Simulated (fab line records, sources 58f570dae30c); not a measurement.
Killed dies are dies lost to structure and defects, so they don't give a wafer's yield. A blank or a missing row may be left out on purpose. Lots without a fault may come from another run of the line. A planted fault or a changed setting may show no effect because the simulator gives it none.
A struck lot beside a sound one | flow berkeley_cmos170 | 14 steps out of a route of 331
Sound: wafers L818.2, L818.3, L818.4. Struck: wafers L814.1, L814.3, L814.4. The cause comes at the end.
At each step with rows: each side's tool, then ch and its chambers, then its first start. Under that, the readings that differ: sound wafers | struck wafers | difference of the means | sigmas: that difference in standard deviations of wafers without a fault.
alike: readings whose means differ by less than 2 such deviations, and words and numbers that are the same on both sides. not compared: withheld readings, readings that some wafer has no value for, bounds like >300 that may hide the same value, and numbers for which the record gives no deviation and whose values overlap.
The two part at a step that has a row with sigmas, a row that says differs or no value, or rows on one side only. Numbers that don't overlap but have no deviation are shown without sigmas and don't part them. A reading that every wafer of one side lacks parts them only if that side has two wafers or more.

UCB170_M2_CD_MEAS_90: target cd 700 nm.
  sound on cd_sem-02, day 10 09:56; struck on cd_sem-01, day 10 06:25
  alike: cd_nm
UCB170_V2_CVD_00: deposits SiO2 from TEOS/O2, target thk 2000 nm, time 250 s.
  sound on pecvd-04 ch 0,2, day 10 10:02; struck on pecvd-02 ch 0,1, day 10 06:32
  alike: heater_power_w
UCB170_V2_THK_MEAS_01:
  sound on film_metro-04, day 10 10:12; struck on film_metro-02, day 10 06:41
  alike: V2_TEOS_THK
UCB170_V2_CMP_02: polishes SiO2.
  sound on cmp-01 ch 0,1,3, day 10 10:18; struck on cmp-01 ch 0,1,3, day 10 06:44
  alike: motor_current_A
UCB170_V2_BOW_MEAS_03:
  sound on film_metro-02, day 10 10:34; struck on film_metro-01, day 10 07:02
  alike: V2_BOW
UCB170_V2_THK_MEAS_04:
  sound on film_metro-02, day 10 10:41; struck on film_metro-01, day 10 07:10
  alike: V2_POLISHED_THK
then, 6 steps without rows for these wafers: UCB170_V2_CLEAN_05 (cleans in DIW); UCB170_V2_HMDS_06 (prime time 60 s); UCB170_V2_COAT_07 (resist thk 900 nm); UCB170_V2_SOFTBAKE_08 (time 60 s); UCB170_V2_EXPOSE_09 (exposes mask VIA2, target cd 700 nm); UCB170_V2_PEB_10.
UCB170_V2_DEVELOP_11: develop time 45 s.
  sound on litho_track-01 ch 0, day 10 14:00; struck on litho_track-02, day 10 09:00
  no value came back on the struck wafers for chill_plate_temp_C (C), develop_time_s (s), developer_temp_C (C); on the sound wafers chill_plate_temp_C (C) reads 22.99 23.12 22.89
  reading                             | sound           | struck            | difference | sigmas
  model.KrF_of_V2_COAT_07.thk_nm (nm) | 886 886.9 885.7 | 896.6 895.4 898.9 | +10.8      |
UCB170_V2_CD_MEAS_12: target cd 700 nm.
  sound on cd_sem-02, day 10 14:53; struck on cd_sem-02, day 10 09:19
  reading    | sound             | struck | difference                    | sigmas
  cd_nm (nm) | 699.1 698.2 699.0 | - - -  | no value on the struck wafers |

WHERE THEY PART
First at UCB170_V2_DEVELOP_11; last, within this record, at UCB170_V2_CD_MEAS_12.

WHY: what the simulator had put in
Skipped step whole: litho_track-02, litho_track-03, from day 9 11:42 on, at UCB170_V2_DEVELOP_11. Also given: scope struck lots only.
